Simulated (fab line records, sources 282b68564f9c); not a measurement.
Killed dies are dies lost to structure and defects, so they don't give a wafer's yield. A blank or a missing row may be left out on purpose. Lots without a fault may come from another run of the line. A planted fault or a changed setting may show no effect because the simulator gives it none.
fab line records | flow rit_cmos
record lots=7 wafers=21 last_day=7
route steps=202 shown GATE@94 REOX@98 NLDD@103 M1@202
lots that met no fault: from a run of the same line without faults
start_h: hours from the record's first day to the start of the lot's first wafer shown | wait_h: hours since the lot's step before | " the same as in the row above | L1.1+2: a row that stands for several wafers | - no value, or no start given | * or withheld: withheld | < > ~ a bound
route shown NAME@n: a module of which the file shows steps, and the number in the route of the first | usual: mean/standard deviation of fault-free wafers | same: alike in all rows | chamber/n: place in a boat | sites: the reading at each site | _std_site: their standard deviation | _edge_site: outer sites' mean less inner sites' | radius_mm: how far each site lies from the wafer's centre | mask NAME#n: copy n | behind: the tool/chamber that last shaped the wafer | hold: why the lot was held/for how many hours/how that ended | device: the transistor (n, p or np) that didn't switch | end of line: the same wafers' tests at the end of the route | a step without rows: its recipe alone | killed: dies lost to structure and defects at the first sort, not the wafer's yield | map: a wafer's dies, x killed, . not, _ none there
set.NAME: the setting as run; set.NAME@STEP: as run at that earlier step | model.NAME: the simulator's own value behind a step, which no gauge read
lots at some steps of the route; a table a step, a row a wafer
services: from which hour (start_h, from the record's first day; less than 0 if before it) a tool's chamber was out of use, for how many hours, and why
## steps
# step RIT_GATE_HARDBAKE_18
# recipe resist=NOVOLAK temp_c=140 time_s=60
# step RIT_GATE_ETCH_19
# recipe chemistry=SF6/CHF3/O2 time_s=165 SF6_flow_sccm=30 CHF3_flow_sccm=30 O2_flow_sccm=5 target=poly-Si pressure_mtorr=40 rf_w=160 target_depth_a=3125 over_etch_frac=0.25 stop_on=SiO2
# usual drypump_motor_current_A=5.8/0.64 he_backside_leak_sccm=2.49/0.18 oes_product_au=0.858/0.011 throttle_valve_pct=10.22/0.14
# columns lot.wafer tool chamber start_h wait_h drypump_motor_current_A he_backside_leak_sccm oes_product_au rf_hours_counter_h throttle_valve_pct
L433.2 rie_si-02 0 54.65 0.1 5.8 2.61 0.869 120 10.23
L433.4 " 3 " " 6.5 2.50 0.873 15 10.53
L433.5 " 0 " " 5.8 2.65 0.864 - 10.20
L442.1 rie_si-01 3 98.35 0.1 5.1 2.46 0.870 0 10.27
L442.5 " 0 " " 5.7 2.67 0.871 - 10.32
L442.6 " 1 " " 5.3 2.31 0.860 - 10.08
L444.1 rie_si-01 1 111.84 0.1 5.3 2.33 0.848 2 10.08
L444.2 " 3 " " 5.1 2.32 0.869 0 10.28
L444.6 " 2 " " 5.2 2.88 0.866 - 10.10
L445.1 rie_si-02 1 114.73 0.1 6.4 2.42 0.831 40 10.27
L445.2 " 3 " " 6.5 2.07 0.857 16 10.53
L445.6 " 2 " " 6.9 2.50 0.859 - 10.07
L446.1 rie_si-01 2 120.53 0.1 5.2 2.69 0.855 4 10.10
L446.2 " 3 " " 5.1 2.40 0.859 1 10.26
L446.6 " 3 " " 5.1 2.42 0.865 - 10.25
L447.2 rie_si-02 2 123.54 0.1 6.9 2.52 0.870 90 10.06
L447.5 " 1 " " 6.4 2.33 0.831 - 10.28
L447.6 " 2 " " 6.9 2.42 0.858 - 10.06
L449.2 rie_si-02 0 135.47 0.1 5.7 2.59 0.872 120 10.21
L449.3 " 1 " " 6.4 2.44 0.850 41 10.27
L449.4 " 3 " " 6.5 2.52 0.859 16 10.52
# step RIT_GATE_STRIP_20
# recipe chemistry=O2 time_s=180 resist=NOVOLAK platen_temp_c=withheld power_w=500 pressure_mtorr=4000 o2_flow_sccm=3888
# usual drypump_motor_current_A=5.7/0.58
# columns lot.wafer tool chamber start_h wait_h drypump_motor_current_A rf_hours_counter_h
L433.2 plasma_asher-03 1 54.75 0.1 5.6 43
L433.4 " 0 " " 5.5 -
L433.5 " 1 " " 5.6 -
L442.1 plasma_asher-02 0 98.46 0.1 6.8 44
L442.5 " 0 " " 6.8 -
L442.6 " 1 " " 6.1 -
L444.1 plasma_asher-04 1 111.95 0.1 5.6 33
L444.2 " 0 " " 4.8 33
L444.6 " 0 " " 4.8 -
L445.1 plasma_asher-03 0 114.84 0.1 5.5 50
L445.2 " 1 " " 5.6 50
L445.6 " 0 " " 5.5 -
L446.1 plasma_asher-04 1 120.64 0.1 5.6 34
L446.2 " 0 " " 4.8 34
L446.6 " 1 " " 5.6 -
L447.2 plasma_asher-03 1 123.65 0.1 5.6 51
L447.5 " 0 " " 5.5 -
L447.6 " 1 " " 5.6 -
L449.2 plasma_asher-03 1 135.58 0.1 5.6 52
L449.3 " 0 " " 5.5 -
L449.4 " 1 " " 5.6 -
# step RIT_GATE_CD_MEAS_90
# recipe target_cd_nm=150
# usual cd_nm=149.4/2.5
# columns lot.wafer tool chamber start_h wait_h cd_nm
L433.2 cd_sem-01 - 54.95 0.1 148.4
L433.4 " - " " 146.1
L433.5 " - " " 145.9
L442.1 cd_sem-02 - 98.63 0.1 151.1
L442.5 " - " " 151.4
L442.6 " - " " 148.6
L444.1 cd_sem-02 - 112.13 0.1 152.9
L444.2 " - " " 148.6
L444.6 " - " " 153.4
L445.1 cd_sem-01 - 115.02 0.1 146.1
L445.2 " - " " 146.6
L445.6 " - " " 146.7
L446.1 cd_sem-02 - 120.82 0.1 152.7
L446.2 " - " " 149.6
L446.6 " - " " 150.0
L447.2 cd_sem-02 - 123.85 0.1 148.4
L447.5 " - " " 148.9
L447.6 " - " " 147.9
L449.2 cd_sem-02 - 135.77 0.1 152.3
L449.3 " - " " 148.9
L449.4 " - " " 150.9
# step RIT_REOX_CLEAN_00
# recipe chemistry=SC1 mix=3:3:50 time_s=600 temp_c=75
# step RIT_REOX_CLEAN_01
# recipe chemistry=dHF dilution=50:1 time_s=30
# step RIT_REOX_CLEAN_02
# recipe chemistry=SC2 mix=3:3:50 time_s=600 temp_c=75 dry=n2_spin
# step RIT_REOX_OXIDATION_03
# recipe temp_c=900 ambient=O2 target_thk_a=252 ox_time_s=5580
# step RIT_REOX_THK_MEAS_04
# recipe reads=SiO2_of_REOX_OXIDATION_03
# usual REOX_OXIDE_THK=25.2/0.46
# columns lot.wafer tool chamber start_h wait_h REOX_OXIDE_THK[nm]
L433.2 film_metro-03 - 60.30 0.0 25.9
L433.4 " - " " 25.5
L433.5 " - " " 25.8
L442.1 film_metro-01 - 102.54 0.0 24.6
L442.5 " - " " 24.4
L442.6 " - " " 24.1
L444.1 film_metro-03 - 115.19 0.0 25.0
L444.2 " - " " 25.3
L444.6 " - " " 25.0
L445.1 film_metro-04 - 118.37 0.0 25.4
L445.2 " - " " 25.4
L445.6 " - " " 25.2
L446.1 film_metro-03 - 124.74 0.0 25.2
L446.2 " - " " 25.3
L446.6 " - " " 24.7
L447.2 film_metro-01 - 127.30 0.0 24.4
L447.5 " - " " 24.8
L447.6 " - " " 24.7
L449.2 film_metro-04 - 139.61 0.0 25.1
L449.3 " - " " 25.5
L449.4 " - " " 25.2
# step RIT_NLDD_HMDS_00
# recipe prime_time_s=60 prime_temp_c=140
# step RIT_NLDD_COAT_01
# recipe resist=NOVOLAK spin_rpm=3250 resist_thk_nm=1000
# step RIT_NLDD_SOFTBAKE_02
# recipe resist=NOVOLAK temp_c=90 time_s=60
# step RIT_NLDD_EXPOSE_03
# recipe mask_id=M7 na=0.57 target_cd_nm=40700 dose_mj=250
# columns lot.wafer tool chamber start_h wait_h mask model.NLDD.overlay_x_nm
L433.2+4+5 iline_stepper-02 0 60.82 0.1 M7#0 -0.1679
L442.1+5+6 iline_stepper-01 0 103.05 0.1 M7#0 -0.6662
L444.1+2+6 iline_stepper-01 0 115.83 0.2 M7#0 -150
L445.1+2+6 iline_stepper-02 0 119.01 0.2 M7#0 -0.7419
L446.1+2+6 iline_stepper-01 0 125.38 0.2 M7#0 -149.5
L447.2+5+6 iline_stepper-01 0 127.85 0.1 M7#0 -150.2
L449.2+3+4 iline_stepper-02 0 140.32 0.3 M7#0 -0.3369
# step RIT_NLDD_PEB_04
# recipe resist=NOVOLAK temp_c=withheld time_s=withheld
# step RIT_NLDD_DEVELOP_05
# recipe resist=NOVOLAK develop_time_s=50 dev_temp_c=23
# step RIT_NLDD_OVL_MEAS_06
# usual NLDD_OVL=-0.8/1.2
# columns lot.wafer tool chamber start_h wait_h hold NLDD_OVL[nm]
L433.2 overlay-02 - 61.20 - - -0.7
L433.4 " - " " - -2.4
L433.5 " - " " - -1.5
L442.1 overlay-02 - 103.62 - - -0.9
L442.5 " - " " - -2.5
L442.6 " - " " - -4.4
L444.1 overlay-02 - 116.23 - await_dispo/0.2h/release -150.4
L444.2 " - " " await_dispo/0.2h/release -149.9
L444.6 " - " " await_dispo/0.2h/release -149.9
L444.1 overlay-02 - 116.43 0.2 - -152.2
L444.2 " - " " - -151.4
L444.6 " - " " - -152.5
L445.1 overlay-01 - 119.41 - - -2.2
L445.2 " - " " - -2.8
L445.6 " - " " - -1.5
L446.1 overlay-01 - 125.78 - await_dispo/0.2h/release -149.4
L446.2 " - " " await_dispo/0.2h/release -150.8
L446.6 " - " " await_dispo/0.2h/release -150.7
L446.1 overlay-01 - 125.98 0.2 - -151.3
L446.2 " - " " - -152.0
L446.6 " - " " - -152.7
L447.2 overlay-02 - 128.24 - await_dispo/0.2h/release -150.9
L447.5 " - " " await_dispo/0.2h/release -149.7
L447.6 " - " " await_dispo/0.2h/release -150.7
L447.2 overlay-02 - 128.44 0.2 - -152.8
L447.5 " - " " - -151.8
L447.6 " - " " - -152.6
L449.2 overlay-01 - 140.71 - - -3.2
L449.3 " - " " - -2.4
L449.4 " - " " - -1.4
# step RIT_M1_PROBE_99
# usual defect_limited_yield=97.4/1.1 killed_at_front_end=6.9/2.8 killed_dies=7.0/2.8 killed_open=3.4/2 killed_short=3.5/2.1 sort_bin_3_pad_short=0.1/0.19 sort_bin_5_function=1.5/0.79 sort_bin_6_memory=1.0/0.66 sort_n_pass=257.0/2.8 sort_yield_pct=97.3/1.1
# same gross_dies=264 killed_at_M0_to_M3=0 killed_at_M4_up=0 killed_at_back_side=0 killed_at_contacts=0 killed_at_other=0
# columns lot.wafer tool chamber start_h wait_h defect_limited_yield[%] killed_at_front_end killed_dies killed_open killed_short sort_bin_3_pad_short[%] sort_bin_5_function[%] sort_bin_6_memory[%] sort_n_pass sort_yield_pct[%]
L433.2 prober-02 - 78.30 0.1 96.6 9 9 5 4 0 1.1 2.3 255.0 96.6
L433.4 prober-02 - 78.40 0.2 97.7 6 6 4 2 0 1.9 0.4 258.0 97.7
L433.5 prober-02 - 78.45 0.2 97.3 7 7 4 3 0.4 0.8 1.5 257.0 97.3
L442.1 prober-01 - 119.24 0.1 97.0 8 8 3 5 0.4 1.9 0.8 256.0 97.0
L442.5 prober-01 - 119.44 0.2 98.5 4 4 2 2 0 1.1 0.4 260.0 98.5
L442.6 prober-01 - 119.49 0.2 97.3 7 7 4 3 0.4 1.5 0.8 257.0 97.3
L445.1 prober-02 - 135.06 0.1 97.3 7 7 2 5 0.4 1.1 1.1 257.0 97.3
L445.2 prober-02 - 135.11 0.1 98.5 4 4 2 2 0 0.8 0.8 260.0 98.5
L445.6 prober-02 - 135.31 0.2 96.6 9 9 2 7 0.4 1.5 1.5 255.0 96.6
L449.2 prober-01 - 160.03 0.1 97.3 7 7 2 5 0 1.5 1.1 257.0 97.3
L449.3 prober-01 - 160.08 0.2 97.0 8 8 4 4 0.4 1.9 0.8 256.0 97.0
L449.4 prober-01 - 160.13 0.2 96.6 9 9 4 5 0 1.5 1.9 255.0 96.6
# killed by level:class
L433.2 SILICIDE:geometric_particle:open=2 ACTIVE:geometric_particle:short=1 FOX1:geometric_particle:short=1 FOX1:geometric_particle:open=1 FOX2:geometric_particle:open=1 GATE:geometric_particle:open=1 GATE:geometric_particle:short=1 REOX:geometric_particle:short=1
L433.4 REOX:geometric_particle:open=3 GATE:geometric_particle:open=1 GATE:geometric_particle:short=1 SPACER:geometric_particle:short=1
L433.5 GATE:geometric_particle:open=2 GATE:geometric_particle:short=2 FOX2:geometric_particle:open=1 SPACER:geometric_particle:short=1 SILICIDE:geometric_particle:open=1
L442.1 GATE:geometric_particle:short=4 REOX:geometric_particle:open=2 GATE:geometric_particle:open=1 REOX:geometric_particle:short=1
L442.5 GATE:geometric_particle:short=2 GATE:geometric_particle:open=1 REOX:geometric_particle:open=1
L442.6 FOX1:geometric_particle:short=2 FOX1:geometric_particle:open=1 FOX2:geometric_particle:open=1 GATE:geometric_particle:short=1 GATE:geometric_particle:open=1 SILICIDE:geometric_particle:open=1
L445.1 SILICIDE:geometric_particle:short=3 GATE:geometric_particle:open=2 REOX:geometric_particle:short=2
L445.2 FOX1:geometric_particle:short=1 FOX2:geometric_particle:open=1 REOX:geometric_particle:short=1 REOX:geometric_particle:open=1
L445.6 REOX:geometric_particle:short=3 GATE:geometric_particle:short=2 FOX1:geometric_particle:open=1 FOX1:geometric_particle:short=1 GATE:geometric_particle:open=1 SILICIDE:geometric_particle:short=1
L449.2 GATE:geometric_particle:short=2 REOX:geometric_particle:short=1 FOX1:geometric_particle:open=1 FOX1:geometric_particle:short=1 GATE:geometric_particle:open=1 SPACER:geometric_particle:short=1
L449.3 FOX1:geometric_particle:open=2 GATE:geometric_particle:short=2 FOX1:geometric_particle:short=1 GATE:geometric_particle:open=1 SPACER:geometric_particle:short=1 SILICIDE:geometric_particle:open=1
L449.4 FOX2:geometric_particle:short=2 REOX:geometric_particle:open=2 FOX1:geometric_particle:open=1 FOX1:geometric_particle:short=1 GATE:geometric_particle:open=1 REOX:geometric_particle:short=1 SILICIDE:geometric_particle:short=1
## services
# columns tool chamber start_h hours kind
plasma_asher-02 - 33.02 3.0 repair
rie_si-01 3 39.41 - clean
rie_si-01 3 39.41 19.1 scheduled_down
rie_si-01 3 39.41 19.1 vent_cycle
iline_stepper-01 0 42.99 - calibration
iline_stepper-01 - 50.30 4.4 pm
plasma_asher-03 - 62.49 0.7 repair
iline_stepper-02 0 71.85 - calibration
plasma_asher-04 - 93.69 0.4 repair
rie_si-01 0 99.75 3.5 repair
plasma_asher-04 - 105.16 2.2 repair
plasma_asher-02 - 123.99 3.4 repair
rie_si-01 0 124.61 7.4 repair
## key
first_sign step=RIT_NLDD_OVL_MEAS_06 reading=visit direction=added
effect step=RIT_NLDD_OVL_MEAS_06 reading=NLDD_OVL direction=down sigmas=99+ usual=-0.8 struck=-150.3
model_effect step=RIT_NLDD_EXPOSE_03 value=NLDD.overlay_x_nm without=0.06465 struck=-149.9
met_at RIT_NLDD_EXPOSE_03
struck_wafers L444.1,L444.2,L444.6,L446.1,L446.2,L446.6,L447.2,L447.5,L447.6
scrapped_behind RIT_NLDD_OVL_MEAS_06 L444.1,L444.2,L444.6,L446.1,L446.2,L446.6,L447.2,L447.5,L447.6
onset_between 103.05 115.83
fault kind=scanner_matching_overlay tool=iline_stepper-01 chamber=- onset_h=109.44 steps=RIT_NLDD_EXPOSE_03 offset=-150
